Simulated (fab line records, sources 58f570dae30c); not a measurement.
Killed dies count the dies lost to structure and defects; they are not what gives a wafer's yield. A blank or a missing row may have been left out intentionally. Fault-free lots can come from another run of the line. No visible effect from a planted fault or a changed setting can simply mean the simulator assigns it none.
Which of the tools did it? | flow berkeleyCmos170 | 16 lots with 48 wafers sampled at 3 steps, on a route of 331 steps

WHAT THE GAUGES SHOWED, per wafer
UCB170_PWELL_OVL_MEAS_13. Usual: PWELL_OVL typically reads 1 nm, with standard deviation 5.1.
lot  | measured    | on         | PWELL_OVL (nm) | flag
L137 | day 3 02:44 | overlay-02 | -3 4 8         | 
L138 | day 3 03:02 | overlay-01 | -1 -2 -2       | 
L140 | day 3 12:19 | overlay-02 | 13 12 13       | 
L139 | day 3 12:32 | overlay-01 | 6 4 3          | 
L141 | day 4 01:49 | overlay-02 | 1 5 2          | 
L143 | day 4 13:13 | overlay-02 | 6 0 3          | 
L144 | day 4 17:45 | overlay-01 | 0 0 -7         | 
L145 | day 4 17:51 | overlay-02 | 5 7 8          | 
L148 | day 5 12:38 | overlay-02 | 5 1 5          | 
L147 | day 5 12:46 | overlay-02 | 4 -4 0         | 
L149 | day 5 19:55 | overlay-02 | 4 0 -1         | 
L150 | day 5 20:31 | overlay-01 | -2 -12 -2      | 
L151 | day 6 07:41 | overlay-02 | 9 0 13         | 
L155 | day 7 00:14 | overlay-02 | -8 -5 -8       | 
L158 | day 7 21:10 | overlay-01 | 1 -8 -11       | 
L160 | day 8 05:05 | overlay-01 | -1 -4 -1       | 

UCB170_NSD_OVL_MEAS_07. Usual: NSD_OVL typically reads -1 nm, with standard deviation 5.5.
lot  | measured     | on         | NSD_OVL (nm) | flag
L137 | day 7 11:13  | overlay-01 | -8 -1 -5     | 
L138 | day 7 11:31  | overlay-01 | 5 6 1        | 
L140 | day 7 19:36  | overlay-02 | 1 -4 2       | 
L139 | day 7 11:12  | overlay-02 | -8 -3 -7     | 
L141 | day 8 13:49  | overlay-02 | 5 -2 4       | 
L143 | day 9 03:53  | overlay-02 | 8 1 2        | 
L144 | day 9 04:02  | overlay-02 | -9 -6 -6     | 
L145 | day 9 03:35  | overlay-02 | 0 -2 0       | 
L148 | day 10 11:34 | overlay-02 | 11 2 9       | 
L147 | day 10 11:47 | overlay-01 | -5 -1 -9     | 
L149 | day 10 12:04 | overlay-02 | 0 2 0        | 
L150 | day 10 11:11 | overlay-01 | 4 -7 5       | 
L151 | day 11 02:46 | overlay-01 | 6 8 5        | 
L155 | day 11 14:43 | overlay-01 | -4 -5 1      | 
L158 | day 12 22:05 | overlay-01 | -5 -4 -7     | 
L160 | day 12 22:08 | overlay-02 | 0 1 1        | 

TOOL THAT RAN EACH LOT (tool first, then ch and the chambers of the sampled wafers, then the start)
lot  | UCB170_PFIELD_STRIP_08
L137 | plasmaAsher-04 ch 0,1, day 4 13:49
L138 | plasmaAsher-04 ch 0,1, day 4 13:26
L140 | plasmaAsher-04 ch 0,1, day 4 21:47
L139 | plasmaAsher-02 ch 0,1, day 4 21:32
L141 | plasmaAsher-04 ch 0,1, day 5 12:51
L143 | plasmaAsher-04 ch 0,1, day 6 03:28
L144 | plasmaAsher-01 ch 0,1, day 6 03:44
L145 | plasmaAsher-01 ch 0,1, day 6 03:11
L148 | plasmaAsher-01 ch 0,1, day 7 06:22
L147 | plasmaAsher-02 ch 0,1, day 7 06:38
L149 | plasmaAsher-01 ch 0,1, day 7 11:13
L150 | plasmaAsher-02 ch 0,1, day 7 10:31
L151 | plasmaAsher-01 ch 0,1, day 8 01:14
L155 | plasmaAsher-04 ch 0,1, day 8 09:05
L158 | plasmaAsher-01 ch 0,1, day 9 18:53
L160 | plasmaAsher-04 ch 0,1, day 9 19:10
- UCB170_PFIELD_STRIP_08: strips in O2.

WHAT THE TOOLS THEMSELVES READ (means of the sampled wafers that have a number; where no wafer has one, the mark that the record gives instead)
UCB170_PFIELD_STRIP_08. Usual: drypumpMotorCurrentA 5.6 A, standard deviation 0.37; oesProductAu 0.734 a.u., standard deviation 0.0042; stripTimeToEndpointS 21.62 s, standard deviation 0.064.
lot  | tool           | drypumpMotorCurrentA (A) | oesProductAu (a.u.) | stripTimeToEndpointS (s) | flag
L137 | plasmaAsher-04 | 5.9                      | 0.734               | 21.66                    | 
L138 | plasmaAsher-04 | 5.7                      | 0.731               | 21.54                    | 
L140 | plasmaAsher-04 | 5.8                      | 0.734               | 21.59                    | 
L139 | plasmaAsher-02 | 6.0                      | 0.734               | 21.70                    | 
L141 | plasmaAsher-04 | 5.9                      | 0.736               | 21.60                    | 
L143 | plasmaAsher-04 | 5.8                      | 0.735               | 21.67                    | 
L144 | plasmaAsher-01 | 5.4                      | 0.738               | 21.64                    | 
L145 | plasmaAsher-01 | 5.2                      | 0.737               | 21.62                    | 
L148 | plasmaAsher-01 | 5.4                      | 0.731               | 21.68                    | 
L147 | plasmaAsher-02 | 6.0                      | 0.735               | 21.70                    | 
L149 | plasmaAsher-01 | 5.2                      | 0.736               | 21.72                    | 
L150 | plasmaAsher-02 | 6.0                      | 0.733               | 21.56                    | 
L151 | plasmaAsher-01 | 5.2                      | 0.737               | 21.65                    | 
L155 | plasmaAsher-04 | 5.9                      | 0.736               | 21.64                    | 
L158 | plasmaAsher-01 | 5.2                      | 0.731               | 21.58                    | 
L160 | plasmaAsher-04 | 5.9                      | 0.730               | 21.58                    | 

THE ANSWER, worked out from the rows above alone
Rule: lot off if the mean of its wafers having a number is beyond 3 standard deviations from the usual mean. Also off: a lot with no number at a reading for which 4 or more lots have one. All remaining lots with rows at the step are treated as sound. Order of review: gauges by route order, followed by the tools' own readings, for which a lot's mean as printed above is used. At the first step where some lot is off, the reading lying furthest off is the one used; lots without a number count as furthest.
None of the lots is off at any reading shown; this tells nothing.

WHAT HAD BEEN PUT IN BY THE SIMULATOR
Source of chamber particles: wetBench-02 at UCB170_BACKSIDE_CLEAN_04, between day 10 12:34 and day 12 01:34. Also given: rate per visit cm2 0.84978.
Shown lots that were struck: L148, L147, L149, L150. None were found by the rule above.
